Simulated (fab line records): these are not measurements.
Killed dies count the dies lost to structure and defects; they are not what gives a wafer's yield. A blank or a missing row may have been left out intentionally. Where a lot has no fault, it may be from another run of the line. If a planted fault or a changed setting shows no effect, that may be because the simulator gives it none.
Split-lot trial :: flow berkeley cmos170 :: 23 wafers read from 5 lots, route of 331 steps

THE SPLIT
At UCB170_M3_SPUTTER_01 (material Al, target thk 900 nm, time 120 s), the setting chamber pressure pa was moved away from the recipe's 0.5 Pa on 15 of the 23 wafers read, by +4.9% to +14.0%. This setting was run at the recipe's value on the other wafers.

The split's own step is where the reading is taken.

THE READING
Al_of_M3_SPUTTER_01.thk nm (the simulator's own value, which no gauge read), in nm, at UCB170_M3_SPUTTER_01 (material Al, target thk 900 nm, time 120 s). The file gives no usual value for it. Average 899.5 nm, standard deviation 3.9 nm, over the 8 wafers here run with the recipe.

wafer: L077.1
tool, chamber at the split: pvd sputter-04, -
chamber pressure pa as run, Pa: 0.5
against the recipe: recipe
Al_of_M3_SPUTTER_01.thk nm, nm: 904.5
against lot-mates on the recipe: -

wafer: L077.4
tool, chamber at the split: pvd sputter-04, -
chamber pressure pa as run, Pa: 0.5
against the recipe: recipe
Al_of_M3_SPUTTER_01.thk nm, nm: 906.6
against lot-mates on the recipe: -

wafer: L077.6
tool, chamber at the split: pvd sputter-04, -
chamber pressure pa as run, Pa: 0.5
against the recipe: recipe
Al_of_M3_SPUTTER_01.thk nm, nm: 898.4
against lot-mates on the recipe: -

wafer: L076.2
tool, chamber at the split: pvd sputter-01, -
chamber pressure pa as run, Pa: 0.5624
against the recipe: +12.5%
Al_of_M3_SPUTTER_01.thk nm, nm: 856.1
against lot-mates on the recipe: no lot-mate on the recipe

wafer: L076.3
tool, chamber at the split: pvd sputter-01, -
chamber pressure pa as run, Pa: 0.5624
against the recipe: +12.5%
Al_of_M3_SPUTTER_01.thk nm, nm: 858.5
against lot-mates on the recipe: no lot-mate on the recipe

wafer: L076.4
tool, chamber at the split: pvd sputter-01, -
chamber pressure pa as run, Pa: 0.5624
against the recipe: +12.5%
Al_of_M3_SPUTTER_01.thk nm, nm: 860.9
against lot-mates on the recipe: no lot-mate on the recipe

wafer: L076.5
tool, chamber at the split: pvd sputter-01, -
chamber pressure pa as run, Pa: 0.5624
against the recipe: +12.5%
Al_of_M3_SPUTTER_01.thk nm, nm: 862.4
against lot-mates on the recipe: no lot-mate on the recipe

wafer: L076.6
tool, chamber at the split: pvd sputter-01, -
chamber pressure pa as run, Pa: 0.5624
against the recipe: +12.5%
Al_of_M3_SPUTTER_01.thk nm, nm: 848.2
against lot-mates on the recipe: no lot-mate on the recipe

wafer: L080.1
tool, chamber at the split: pvd sputter-04, -
chamber pressure pa as run, Pa: 0.5246
against the recipe: +4.9%
Al_of_M3_SPUTTER_01.thk nm, nm: 886.2
against lot-mates on the recipe: no lot-mate on the recipe

wafer: L080.3
tool, chamber at the split: pvd sputter-04, -
chamber pressure pa as run, Pa: 0.5246
against the recipe: +4.9%
Al_of_M3_SPUTTER_01.thk nm, nm: 888.4
against lot-mates on the recipe: no lot-mate on the recipe

wafer: L080.4
tool, chamber at the split: pvd sputter-04, -
chamber pressure pa as run, Pa: 0.5246
against the recipe: +4.9%
Al_of_M3_SPUTTER_01.thk nm, nm: 889.8
against lot-mates on the recipe: no lot-mate on the recipe

wafer: L080.5
tool, chamber at the split: pvd sputter-04, -
chamber pressure pa as run, Pa: 0.5246
against the recipe: +4.9%
Al_of_M3_SPUTTER_01.thk nm, nm: 892.4
against lot-mates on the recipe: no lot-mate on the recipe

wafer: L080.6
tool, chamber at the split: pvd sputter-04, -
chamber pressure pa as run, Pa: 0.5246
against the recipe: +4.9%
Al_of_M3_SPUTTER_01.thk nm, nm: 884.1
against lot-mates on the recipe: no lot-mate on the recipe

wafer: L079.1
tool, chamber at the split: pvd sputter-03, -
chamber pressure pa as run, Pa: 0.5699
against the recipe: +14.0%
Al_of_M3_SPUTTER_01.thk nm, nm: 870.7
against lot-mates on the recipe: no lot-mate on the recipe

wafer: L079.2
tool, chamber at the split: pvd sputter-03, -
chamber pressure pa as run, Pa: 0.5699
against the recipe: +14.0%
Al_of_M3_SPUTTER_01.thk nm, nm: 874.6
against lot-mates on the recipe: no lot-mate on the recipe

wafer: L079.4
tool, chamber at the split: pvd sputter-03, -
chamber pressure pa as run, Pa: 0.5699
against the recipe: +14.0%
Al_of_M3_SPUTTER_01.thk nm, nm: 872
against lot-mates on the recipe: no lot-mate on the recipe

wafer: L079.5
tool, chamber at the split: pvd sputter-03, -
chamber pressure pa as run, Pa: 0.5699
against the recipe: +14.0%
Al_of_M3_SPUTTER_01.thk nm, nm: 873.1
against lot-mates on the recipe: no lot-mate on the recipe

wafer: L079.6
tool, chamber at the split: pvd sputter-03, -
chamber pressure pa as run, Pa: 0.5699
against the recipe: +14.0%
Al_of_M3_SPUTTER_01.thk nm, nm: 863.1
against lot-mates on the recipe: no lot-mate on the recipe

wafer: L082.1
tool, chamber at the split: pvd sputter-03, -
chamber pressure pa as run, Pa: 0.5
against the recipe: recipe
Al_of_M3_SPUTTER_01.thk nm, nm: 900.1
against lot-mates on the recipe: -

wafer: L082.2
tool, chamber at the split: pvd sputter-03, -
chamber pressure pa as run, Pa: 0.5
against the recipe: recipe
Al_of_M3_SPUTTER_01.thk nm, nm: 894.6
against lot-mates on the recipe: -

wafer: L082.3
tool, chamber at the split: pvd sputter-03, -
chamber pressure pa as run, Pa: 0.5
against the recipe: recipe
Al_of_M3_SPUTTER_01.thk nm, nm: 898.8
against lot-mates on the recipe: -

wafer: L082.4
tool, chamber at the split: pvd sputter-03, -
chamber pressure pa as run, Pa: 0.5
against the recipe: recipe
Al_of_M3_SPUTTER_01.thk nm, nm: 895.5
against lot-mates on the recipe: -

wafer: L082.6
tool, chamber at the split: pvd sputter-03, -
chamber pressure pa as run, Pa: 0.5
against the recipe: recipe
Al_of_M3_SPUTTER_01.thk nm, nm: 897.7
against lot-mates on the recipe: -

THE FIT
A straight line over all 23 wafers: Al_of_M3_SPUTTER_01.thk nm changes by -2.63 nm for each +1% of chamber pressure pa; r = -0.91; the points scatter about the line by 7.4 nm.
Too few moved wafers have a lot-mate on the recipe to fit a line with each lot's own level taken away.

FILE'S OWN FIT
Al_of_M3_SPUTTER_01.thk nm changes by -2.63 nm for each +1% of chamber pressure pa, r = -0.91.
